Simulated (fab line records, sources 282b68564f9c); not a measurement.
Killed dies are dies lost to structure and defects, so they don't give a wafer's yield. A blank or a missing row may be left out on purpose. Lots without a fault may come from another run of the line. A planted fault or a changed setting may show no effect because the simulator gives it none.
Which tool did it? | flow rit_cmos | 7 lots, 21 wafers sampled, at 2 steps of a route of 202

WHAT THE GAUGES READ, wafer by wafer
RIT_GATE_THK_MEAS_09.
lot  | measured    | on            | GATE_POLY_THK (nm)
L748 | day 2 17:16 | film_metro-04 | 247.8 248.4 249.4
L750 | day 3 02:43 | film_metro-03 | 249.9 247.8 247.6
L752 | day 3 13:53 | film_metro-04 | 252.9 251.6 250.5
L754 | day 3 23:02 | film_metro-04 | 245.6 245.3 247.1
L758 | day 5 01:01 | film_metro-02 | 376.3 377.1 375.8 376.2 377.3 375.8
L765 | day 6 07:18 | film_metro-03 | 245.7 245.9 245.2
L769 | day 7 02:37 | film_metro-02 | 250.5 250.8 252.1

WHICH TOOL RAN EACH LOT (tool, then ch and the chambers of the sampled wafers, then the start)
lot  | RIT_GATE_CVD_08
L748 | lpcvd-02 ch 1, day 2 15:38
L750 | lpcvd-02 ch 1, day 3 01:05
L752 | lpcvd-02 ch 0, day 3 12:16
L754 | lpcvd-01 ch 0, day 3 21:25
L758 | lpcvd-02 ch 1, day 4 22:34
L765 | lpcvd-01 ch 1, day 6 04:53
L769 | lpcvd-01 ch 0, day 7 00:59
- RIT_GATE_CVD_08: deposits poly-Si from SiH4, target thk 250 nm, time 2220 s.

THE ANSWER, worked out from the rows above alone
Rule: what is usual is taken from the lots themselves. Put in order of their means at a reading, lots are off if they are a third of the lots or fewer, leave a main group of 4 or more, and stand apart from it by a gap of 3 or more times the standard deviation of the main group's means; of several such gaps the widest counts. A main group whose means are all the same, to the digits that the tables above print for the reading, isn't used. A lot without any number at a reading at which 4 lots or more have one is off too. The other lots that the step has rows for count as sound.
Off: L758, at RIT_GATE_THK_MEAS_09 (GATE_POLY_THK). The main group: mean 248.6 nm, standard deviation 2.3.
A tool fits if, at a process step before that reading, it ran every lot that is off, and no sound lot after the first of them. The gauges at RIT_GATE_THK_MEAS_09 are tried like those tools. One fits: lpcvd-02 at RIT_GATE_CVD_08. Its last sound lot is L752 (day 3 12:16), its first lot that is off L758 (day 4 22:34): a fault that began between those two fits.

WHAT THE SIMULATOR HAD PUT IN
Process parameter drift: lpcvd-02, from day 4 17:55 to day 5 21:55, at RIT_GATE_CVD_08. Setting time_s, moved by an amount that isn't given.
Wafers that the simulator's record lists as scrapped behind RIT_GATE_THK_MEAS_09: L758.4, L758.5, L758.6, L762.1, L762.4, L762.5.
Lots struck among those shown: L758. The rule above found the same.
